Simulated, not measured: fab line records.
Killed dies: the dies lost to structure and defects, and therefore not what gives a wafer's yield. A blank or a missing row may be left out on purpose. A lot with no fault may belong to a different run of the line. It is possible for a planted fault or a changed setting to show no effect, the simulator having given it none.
One fault seen from 2 desks || flow berkeley cmos170 || each desk has only its own numbers; what lay behind them comes last

## THE TOOL OWNER'S DESK: implanter-04
UCB170_PLDD_IMPLANT_09, tool's own readings: per-lot mean of the sampled wafers with a number, covering each lot this tool ran. Marked OUT: a lot whose mean sits more than 4 standard deviations from the usual mean, which makes it out of limits; the brackets give that distance.
Columns: A = beam energy keV at UCB170_PLDD_IMPLANT_09, usual 10.000; B = dose ions cm2 at UCB170_PLDD_IMPLANT_09, usual 4.999e+13; C = end station pressure torr at UCB170_PLDD_IMPLANT_09, usual 5.13e-06 Torr; D = faraday current uA at UCB170_PLDD_IMPLANT_09, usual 158.2
{"lot": "L294", "first seen here": "day 7 21:34", "A": 10.003, "B": 5.005e+13, "C": 4.91e-06, "D": 157.5}
{"lot": "L296", "first seen here": "day 7 22:06", "A": 10.003, "B": 4.990e+13, "C": 5.27e-06, "D": 154.4}
{"lot": "L298", "first seen here": "day 8 16:07", "A": 10.001, "B": 4.996e+13, "C": 5.29e-06, "D": 160.7}
{"lot": "L304", "first seen here": "day 10 07:45", "A": 10.002, "B": 5.010e+13, "C": 5.10e-06, "D": 157.9}
{"lot": "L311", "first seen here": "day 11 18:19", "A": 10.000, "B": "4.401e+13 (-99 or more) OUT", "C": 4.94e-06, "D": "140.7 (-6.5) OUT"}
{"lot": "L312", "first seen here": "day 12 06:38", "A": 10.003, "B": "4.396e+13 (-99 or more) OUT", "C": 4.91e-06, "D": "136.1 (-8.2) OUT"}
{"lot": "L315", "first seen here": "day 12 15:08", "A": 10.000, "B": "4.404e+13 (-99 or more) OUT", "C": 5.11e-06, "D": "138.5 (-7.3) OUT"}
Finding of this desk: L311, L312, L315 out of limits; the first was L311 at day 11 18:19, on dose ions cm2 at UCB170_PLDD_IMPLANT_09. In limits: L294, L296, L298, L304.

## AT THE METROLOGY DESK
What the gauges read, lot by lot, whatever tool the lot ran on: means of the sampled wafers that have a number. Marked OUT: a lot whose mean sits more than 4 standard deviations from the usual mean, which makes it out of limits; the brackets give that distance.
Columns: A = PWELL_OXIDE_THK at UCB170_PWELL_THK_MEAS_03, usual 26.3 nm; B = NVT_OVL at UCB170_NVT_OVL_MEAS_06, usual 0 nm; C = cd nm at UCB170_NSD_CD_MEAS_06, usual 1199.8 nm; D = PLDD_RS at UCB170_SDANNEAL_RS_MEAS_04, usual 1032.3 ohm/sq; E = NLDD_RS at UCB170_SDANNEAL_RS_MEAS_05, usual 617.0 ohm/sq
{"lot": "L293", "first seen here": "day 3 03:10", "A": 26.8, "B": -1, "C": 1197.9, "D": 1032.6, "E": 618.0}
{"lot": "L294", "first seen here": "day 3 03:10", "A": 26.4, "B": -1, "C": 1201.4, "D": 1029.8, "E": 616.2}
{"lot": "L296", "first seen here": "day 3 08:14", "A": 25.8, "B": 1, "C": 1200.4, "D": 1032.5, "E": 615.2}
{"lot": "L295", "first seen here": "day 3 08:15", "A": 26.3, "B": 6, "C": 1199.0, "D": 1033.4, "E": 615.5}
{"lot": "L298", "first seen here": "day 3 20:47", "A": 26.5, "B": -9, "C": 1198.7, "D": 1031.3, "E": 617.7}
{"lot": "L299", "first seen here": "day 4 03:29", "A": 26.2, "B": -1, "C": 1200.8, "D": 1030.4, "E": 618.1}
{"lot": "L303", "first seen here": "day 4 19:35", "A": 26.0, "B": -2, "C": 1198.9, "D": 1030.8, "E": 618.6}
{"lot": "L304", "first seen here": "day 5 13:42", "A": 26.5, "B": -3, "C": 1201.1, "D": 1030.2, "E": 615.9}
{"lot": "L308", "first seen here": "day 6 09:28", "A": 26.6, "B": 6, "C": 1201.7, "D": 1030.7, "E": 616.9}
{"lot": "L310", "first seen here": "day 7 00:51", "A": 26.2, "B": -2, "C": 1199.3, "D": 1035.4, "E": 620.2}
{"lot": "L311", "first seen here": "day 7 00:51", "A": 26.3, "B": 6, "C": 1202.1, "D": "1087.2 (+20) OUT", "E": 616.5}
{"lot": "L312", "first seen here": "day 7 11:07", "A": 26.7, "B": -8, "C": 1199.8, "D": "1085.3 (+20) OUT", "E": 615.7}
{"lot": "L313", "first seen here": "day 7 11:07", "A": 26.6, "B": 3, "C": 1199.6, "D": 1032.2, "E": 616.3}
{"lot": "L316", "first seen here": "day 7 16:48", "A": 25.3, "B": 7, "C": 1199.1, "D": 1027.1, "E": 615.3}
{"lot": "L315", "first seen here": "day 7 16:50", "A": 26.1, "B": 6, "C": 1200.7, "D": "1079.6 (+18) OUT", "E": 617.3}
This desk's finding: out of limits on L311, L312, L315; first on L311, day 12 07:50 (PLDD_RS at UCB170_SDANNEAL_RS_MEAS_04). In limits: L293, L294, L296, L295, L298, L299, L303, L304, L308, L310, L313, L316.

## ALL TOGETHER
On L311, L312, L315, at day 11 18:19, an alarm was possible from the tool owner's desk.
On L311, L312, L315, the metrology desk was in a position to raise an alarm at day 12 07:50.
UCB170_PLDD_IMPLANT_09 was run on implanter-04 by each of the lots named.

## WHAT THE SIMULATOR PUT IN
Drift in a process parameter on implanter-04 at UCB170_PLDD_IMPLANT_09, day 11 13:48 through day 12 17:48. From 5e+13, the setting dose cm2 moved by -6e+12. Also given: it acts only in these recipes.
Struck lots among those shown: L311, L312, L315.
Fault start to first reading out of limits, in hours, per desk: tool owner, 5; metrology, 18.
